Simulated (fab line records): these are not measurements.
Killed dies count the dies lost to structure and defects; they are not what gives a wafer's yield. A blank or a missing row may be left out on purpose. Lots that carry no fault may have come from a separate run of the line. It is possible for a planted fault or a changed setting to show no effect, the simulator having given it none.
Chamber matching -- flow berkeley cmos170 -- pecvd-01 running UCB170_V2_CVD_00: 3 sister chambers
The step deposits SiO2 from TEOS/O2, target thk 2000 nm, time 250 s. 3 wafers are shown with their chamber, then 7 later ones without.

## WAFERS WITH THEIR CHAMBER
wafer,chamber,heater power w (W)
L500.5,0,259
L507.1,2,259
L507.4,1,202

## WAFERS WITH NO CHAMBER GIVEN
wafer,heater power w (W)
L507.6,193
L509.1,262
L509.2,244
L509.5,301
L521.2,307
L521.4,274
L521.6,268

## EACH ONE'S CHAMBER
wafer,from the rows above,in truth
L507.6,1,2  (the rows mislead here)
L509.1,can't be placed: 0 or 2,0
L509.2,can't be placed: 0 or 2 or 1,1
L509.5,can't be placed: 0 or 2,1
L521.2,can't be placed: 0 or 2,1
L521.4,can't be placed: 0 or 2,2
L521.6,can't be placed: 0 or 2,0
Correct placement for 0 of the 7. From these rows, 6 cannot be placed; in 4 the true chamber is one of the candidates. 1 placed wrongly.
How it was worked out, from the rows above alone: a wafer's distance from a chamber is the root of the sum, over the readings, of the square of ((its reading less the chamber's mean) divided by the reading's scatter). The wafer belongs to the nearest chamber; if the next one is less than 2 further off, it can't be placed. Each chamber's mean is taken over the wafers shown for it. The scatter: root of mean squared gap, hidden wafer to nearest shown wafer, with one shown wafer a chamber.
